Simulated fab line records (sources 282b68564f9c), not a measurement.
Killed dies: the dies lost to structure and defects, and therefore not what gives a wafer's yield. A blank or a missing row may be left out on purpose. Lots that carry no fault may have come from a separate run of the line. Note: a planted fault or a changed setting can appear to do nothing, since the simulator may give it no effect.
fab line records	flow rit_cmos
record lots=5	wafers=15	last_day=7
route steps=202 shown M1@190
lots untouched by any fault: they come from a run of this same line in which no faults occurred
start_h: hours from the record's first day to the start of the lot's first wafer shown	wait_h: hours from the lot's prior step to this one	" identical to the entry in the row above	L1.1+2: a row that stands for several wafers	- no value present, or no start provided	* or withheld: withheld	< > ~ a bound
route shown NAME@n: NAME is a module with steps in the file, n the number in the route of the first one	usual: mean and standard deviation over wafers with no fault	same: alike in all rows	chamber/n: place in a boat	sites: readings site by site	_std_site: the values' standard deviation	_edge_site: inner sites' mean taken away from outer sites' mean	radius_mm: how far each site lies from the wafer's centre	mask NAME#n: copy n	behind: the most recent tool/chamber to have shaped the wafer	hold: cause of the lot's hold/its duration in hours/its outcome	device: names the non-switching transistor (n, p or np)	end of line: the same wafers' tests at the end of the route	for a step that has no rows: nothing shown but its recipe	killed: not the wafer's yield, but the dies lost to structure and defects at the first sort	map: dies across one wafer; x = killed, . = not, _ = none there
set.NAME: the setting as run; set.NAME@STEP: as run at that earlier step	model.NAME: the simulator's own value behind a step, which no gauge read
a table for each step, a row for each wafer; lots at some steps of the route
services: the hour from which a tool's chamber was out of use, counted from the record's first day as start_h (under 0 if before that day), plus the number of hours and why
## steps
# step RIT_M1_EXPOSE_06
# recipe mask_id=M12	na=0.6	source_shape=conventional	sigma_outer=0.5	target_cd_nm=2600	dose_mj=250
lot.wafer	tool	chamber	start_h	wait_h	mask
L079.2+3+6	iline_stepper-01	0	83.10	0.1	M12#0
L084.1+5+6	iline_stepper-01	0	111.86	0.1	M12#0
L085.1+3+4	iline_stepper-02	0	116.84	0.2	M12#0
L086.1+2+4	iline_stepper-02	0	119.54	0.1	M12#0
L096.2+5+6	iline_stepper-01	0	166.94	0.2	M12#0
# step RIT_M1_PEB_07
# recipe resist=NOVOLAK	temp_c=withheld	time_s=withheld
lot.wafer	tool	chamber	start_h	wait_h
L079.2+3+6	litho_track-03	0	83.22	0.1
L084.1+5+6	litho_track-02	0	111.98	0.1
L085.1+3+4	litho_track-02	0	116.99	0.1
L086.1+2+4	litho_track-02	0	119.65	0.1
L096.2+5+6	litho_track-01	0	167.06	0.1
# step RIT_M1_DEVELOP_08
# recipe resist=NOVOLAK	develop_time_s=68	dev_temp_c=23.79
lot.wafer	tool	chamber	start_h	wait_h
L079.2+3+6	litho_track-03	0	-	-
L084.1+5+6	litho_track-02	0	-	-
L085.1+3+4	litho_track-02	0	-	-
L086.1+2+4	litho_track-02	0	-	-
L096.2+5+6	litho_track-01	0	-	-
# step RIT_M1_CD_MEAS_09
# recipe target_cd_nm=2600
# usual cd_nm=2600.1/2.1
lot.wafer	tool	chamber	start_h	wait_h	cd_nm
L079.2	cd_sem-02	-	83.53	-	2600.7
L079.3	"	-	"	"	2600.1
L079.6	"	-	"	"	2597.3
L084.1	cd_sem-02	-	112.29	-	2600.2
L084.5	"	-	"	"	2597.2
L084.6	"	-	"	"	2600.3
L085.1	cd_sem-01	-	117.31	-	2602.2
L085.3	"	-	"	"	2601.4
L085.4	"	-	"	"	2600.5
L086.1	cd_sem-01	-	119.97	-	2601.0
L086.2	"	-	"	"	2598.3
L086.4	"	-	"	"	2601.1
L096.2	cd_sem-02	-	167.37	-	2601.0
L096.5	"	-	"	"	2601.6
L096.6	"	-	"	"	2604.2
# step RIT_M1_OVL_MEAS_10
# usual M1_OVL=0.6/1.3
lot.wafer	tool	chamber	start_h	wait_h	M1_OVL[nm]
L079.2	overlay-01	-	83.64	0.1	0.3
L079.3	"	-	"	"	-0.8
L079.6	"	-	"	"	-1.2
L084.1	overlay-01	-	112.41	0.1	0.8
L084.5	"	-	"	"	0.6
L084.6	"	-	"	"	0.8
L085.1	overlay-01	-	117.43	0.1	0.1
L085.3	"	-	"	"	1.7
L085.4	"	-	"	"	1.7
L086.1	overlay-02	-	120.09	0.1	-0.7
L086.2	"	-	"	"	1.0
L086.4	"	-	"	"	0.7
L096.2	overlay-01	-	167.48	0.1	2.1
L096.5	"	-	"	"	2.3
L096.6	"	-	"	"	1.7
# step RIT_M1_HARDBAKE_11
# recipe resist=NOVOLAK	temp_c=140	time_s=120
lot.wafer	tool	chamber	start_h	wait_h
L079.2+3+6	litho_track-01	0	83.71	0.1
L084.1+5+6	litho_track-02	0	112.44	0.0
L085.1+3+4	litho_track-03	0	117.46	0.0
L086.1+2+4	litho_track-02	0	120.12	0.0
L096.2+5+6	litho_track-03	0	167.55	0.1
# step RIT_M1_METAL_ETCH_12
# recipe stop_on=SiO2	chemistry=Cl2/BCl3	target=Al	time_s=165	over_etch_frac=0.5	pressure_mtorr=100	target_depth_a=6000	rf_w=250	Cl2_flow_sccm=60	bcl3_flow_sccm=50
# usual drypump_motor_current_A=5.6/0.37	oes_product_au=0.776/0.012	throttle_valve_pct=8.29/0.14
lot.wafer	tool	chamber	start_h	wait_h	drypump_motor_current_A	oes_product_au	rf_hours_counter_h	throttle_valve_pct
L079.2	rie_metal-04	1	83.92	0.2	5.6	0.780	3	8.12
L079.3	"	1	"	"	5.6	0.784	-	8.13
L079.6	"	0	"	"	5.6	0.793	-	8.53
L084.1	rie_metal-02	1	112.69	0.2	5.1	0.756	34	8.41
L084.5	"	0	"	"	5.7	0.776	-	8.25
L084.6	"	1	"	"	5.1	0.777	-	8.39
L085.1	rie_metal-04	1	117.71	0.2	5.6	0.774	3	8.12
L085.3	"	1	"	"	5.7	0.781	-	8.10
L085.4	"	0	"	"	5.7	0.800	-	8.53
L086.1	rie_metal-03	1	120.37	0.2	5.2	0.770	1	8.17
L086.2	"	0	"	"	6.2	0.783	1	8.32
L086.4	"	1	"	"	5.2	0.776	-	8.19
L096.2	rie_metal-03	0	167.76	0.2	6.2	0.774	2	8.35
L096.5	"	0	"	"	6.2	0.779	-	8.34
L096.6	"	1	"	"	5.2	0.775	-	8.18
# step RIT_M1_STRIP_13
# recipe chemistry=nmp	resist=NOVOLAK	temp_c=80	time_s=600	dry=n2_spin
lot.wafer	tool	chamber	start_h	wait_h
L079.2+3+6	wet_bench-03	0	84.08	0.1
L084.1+5+6	wet_bench-01	1	112.86	0.1
L085.1+3+4	wet_bench-01	3	117.87	0.1
L086.1+2+4	wet_bench-01	0	120.54	0.1
L096.2+5+6	wet_bench-01	1	167.92	0.1
# step RIT_M1_STRIP_14
# recipe chemistry=O2	time_s=180	platen_temp_c=withheld	power_w=500	pressure_mtorr=4000	o2_flow_sccm=4000
# usual drypump_motor_current_A=5.6/0.36
lot.wafer	tool	chamber	start_h	wait_h	drypump_motor_current_A	rf_hours_counter_h
L079.2	plasma_asher-03	0	84.27	0.0	5.5	45
L079.3	"	1	"	"	5.4	-
L079.6	"	0	"	"	5.5	-
L084.1	plasma_asher-02	1	113.03	0.0	5.5	46
L084.5	"	1	"	"	5.5	-
L084.6	"	0	"	"	6.4	-
L085.1	plasma_asher-02	1	118.05	0.0	5.4	47
L085.3	"	0	"	"	6.4	-
L085.4	"	1	"	"	5.4	-
L086.1	plasma_asher-01	0	120.71	0.0	5.5	1
L086.2	"	1	"	"	5.5	1
L086.4	"	0	"	"	5.4	-
L096.2	plasma_asher-02	0	168.10	0.0	6.4	52
L096.5	"	0	"	"	6.4	-
L096.6	"	1	"	"	5.4	-
# step RIT_M1_CD_MEAS_90
# recipe target_cd_nm=2600
# usual cd_nm=2599/3.2
lot.wafer	tool	chamber	start_h	wait_h	cd_nm
L079.2	cd_sem-01	-	84.46	0.1	2601
L079.3	"	-	"	"	2600
L079.6	"	-	"	"	2598
L084.1	cd_sem-02	-	113.21	0.1	2600
L084.5	"	-	"	"	2593
L084.6	"	-	"	"	2599
L085.1	cd_sem-01	-	118.22	0.1	2602
L085.3	"	-	"	"	2601
L085.4	"	-	"	"	2603
L086.1	cd_sem-01	-	120.89	0.1	2603
L086.2	"	-	"	"	2595
L086.4	"	-	"	"	2604
L096.2	cd_sem-01	-	168.29	0.1	2599
L096.5	"	-	"	"	2598
L096.6	"	-	"	"	2607
# step RIT_M1_ANNEAL_15
# recipe temp_c=450	time_s=1723	ambient=forming_gas_H2N2
# usual tube_center_temp_C_max=451.15/0.2
lot.wafer	tool	chamber	start_h	wait_h	tube_center_temp_C_max
L079.2	furnace-02	0	84.56	0.1	450.87
L079.3	"	0	"	"	450.91
L079.6	"	0	"	"	451.05
L084.1	furnace-02	0	113.33	0.1	451.00
L084.5	"	0	"	"	451.04
L084.6	"	0	"	"	450.95
L085.1	furnace-02	0	118.34	0.1	451.23
L085.3	"	0	"	"	451.08
L085.4	"	0	"	"	451.23
L086.1	furnace-02	0	121.01	0.1	450.98
L086.2	"	0	"	"	451.45
L086.4	"	0	"	"	450.95
L096.2	furnace-02	0	168.39	0.1	451.02
L096.5	"	0	"	"	451.40
L096.6	"	0	"	"	451.27
# step RIT_M1_BOW_MEAS_16
# recipe mode=bow
# usual M1_BOW=17/6.7
lot.wafer	tool	chamber	start_h	wait_h	M1_BOW[um]
L079.2	film_metro-01	-	86.08	0.0	30
L079.3	"	-	"	"	20
L079.6	"	-	"	"	9
L084.1	film_metro-01	-	114.83	0.0	18
L084.5	"	-	"	"	14
L084.6	"	-	"	"	17
L085.1	film_metro-04	-	119.84	0.0	15
L085.3	"	-	"	"	14
L085.4	"	-	"	"	18
L086.1	film_metro-01	-	122.51	0.0	11
L086.2	"	-	"	"	22
L086.4	"	-	"	"	18
L096.2	film_metro-03	-	169.91	0.0	24
L096.5	"	-	"	"	14
L096.6	"	-	"	"	-1
# step RIT_M1_PROBE_99
# usual defect_limited_yield=97.5/1	killed_at_contacts=0.1/0.34	killed_at_front_end=6.6/2.7	killed_dies=6.7/2.7	killed_open=3.5/1.9	killed_short=3.1/1.8	sort_bin_3_pad_short=0.1/0.2	sort_bin_5_function=1.5/0.74	sort_bin_6_memory=0.9/0.57	sort_n_pass=257.3/2.7	sort_yield_pct=97.5/1
# same gross_dies=264	killed_at_M0_to_M3=0	killed_at_M4_up=0	killed_at_back_side=0	killed_at_other=0
lot.wafer	tool	chamber	start_h	wait_h	defect_limited_yield[%]	killed_at_contacts	killed_at_front_end	killed_dies	killed_open	killed_short	sort_bin_3_pad_short[%]	sort_bin_5_function[%]	sort_bin_6_memory[%]	sort_n_pass	sort_yield_pct[%]
L079.2	prober-02	-	86.23	0.1	98.5	0	4	4	3	1	0	0.8	0.8	260.0	98.5
L079.3	prober-02	-	86.28	0.2	98.9	0	3	3	2	1	0	0.4	0.8	261.0	98.9
L079.6	prober-02	-	86.43	0.2	97.0	0	8	8	5	3	0	0.8	2.3	256.0	97.0
L085.1	prober-02	-	119.96	0.1	97.7	0	6	6	3	3	0	1.1	1.1	258.0	97.7
L085.3	prober-02	-	120.06	0.2	96.2	1	9	10	8	2	0.4	1.9	1.5	254.0	96.2
L085.4	prober-02	-	120.11	0.2	97.0	0	8	8	5	3	0	1.9	1.1	256.0	97.0
L086.1	prober-01	-	122.63	0.1	98.1	0	5	5	3	2	0.4	1.1	0.4	259.0	98.1
L086.2	prober-01	-	122.68	0.1	97.7	0	6	6	3	3	0	0.8	1.5	258.0	97.7
L086.4	prober-01	-	122.78	0.2	98.1	0	5	5	3	2	0	1.9	0	259.0	98.1
L096.2	prober-01	-	170.06	0.1	98.1	1	4	5	3	2	0	0.8	1.1	259.0	98.1
L096.5	prober-01	-	170.21	0.2	98.1	0	5	5	2	3	0	1.1	0.8	259.0	98.1
L096.6	prober-01	-	170.26	0.2	98.5	0	4	4	3	1	0	0.8	0.8	260.0	98.5
# killed by level:class
L079.2 GATE:geometric_particle:open=2 SPACER:geometric_particle:open=1 SILICIDE:geometric_particle:short=1
L079.3 GATE:geometric_particle:open=2 GATE:geometric_particle:short=1
L079.6 FOX1:geometric_particle:open=2 FOX2:geometric_particle:open=1 GATE:geometric_particle:short=1 REOX:geometric_particle:open=1 SPACER:geometric_particle:short=1 SPACER:geometric_particle:open=1 SILICIDE:geometric_particle:short=1
L085.1 REOX:geometric_particle:short=2 GATE:geometric_particle:short=1 GATE:geometric_particle:open=1 REOX:geometric_particle:open=1 SILICIDE:geometric_particle:open=1
L085.3 FOX1:geometric_particle:open=2 FOX1:geometric_particle:short=2 GATE:geometric_particle:open=2 ACTIVE:geometric_particle:open=1 REOX:geometric_particle:open=1 SILICIDE:geometric_particle:open=1 CONTACT:geometric_particle:open=1
L085.4 GATE:geometric_particle:open=2 SPACER:geometric_particle:short=2 SILICIDE:geometric_particle:open=2 GATE:geometric_particle:short=1 SPACER:geometric_particle:open=1
L086.1 ACTIVE:geometric_particle:open=1 FOX1:geometric_particle:short=1 FOX2:geometric_particle:open=1 GATE:geometric_particle:open=1 SPACER:geometric_particle:short=1
L086.2 SPACER:geometric_particle:short=2 GATE:geometric_particle:open=1 REOX:geometric_particle:short=1 SPACER:geometric_particle:open=1 SILICIDE:geometric_particle:open=1
L086.4 GATE:geometric_particle:open=2 FOX1:geometric_particle:short=1 GATE:geometric_particle:short=1 REOX:geometric_particle:open=1
L096.2 FOX2:geometric_particle:open=1 GATE:geometric_particle:open=1 GATE:geometric_particle:short=1 REOX:geometric_particle:short=1 CONTACT:geometric_particle:open=1
L096.5 SPACER:geometric_particle:short=2 GATE:geometric_particle:open=1 SPACER:geometric_particle:open=1 SILICIDE:geometric_particle:short=1
L096.6 FOX1:geometric_particle:short=1 REOX:geometric_particle:open=1 SPACER:geometric_particle:open=1 SILICIDE:geometric_particle:open=1
## services
tool	chamber	start_h	hours	kind
rie_metal-04	0	59.78	19.7	repair
plasma_asher-01	-	105.73	1.2	repair
plasma_asher-01	-	108.75	9.0	pm
plasma_asher-01	0	108.75	9.0	vent_cycle
plasma_asher-01	1	108.75	9.0	vent_cycle
plasma_asher-01	0	117.75	-	clean
plasma_asher-01	1	117.75	-	clean
iline_stepper-01	-	127.65	1.7	pm
iline_stepper-01	-	130.37	8.9	pm
furnace-02	-	132.01	2.1	repair
rie_metal-02	-	136.12	20.0	pm
rie_metal-02	0	136.12	20.0	vent_cycle
rie_metal-02	1	136.12	20.0	vent_cycle
rie_metal-02	0	156.12	-	clean
rie_metal-02	1	156.12	-	clean
rie_metal-04	-	163.67	0.2	repair
## key
fault none
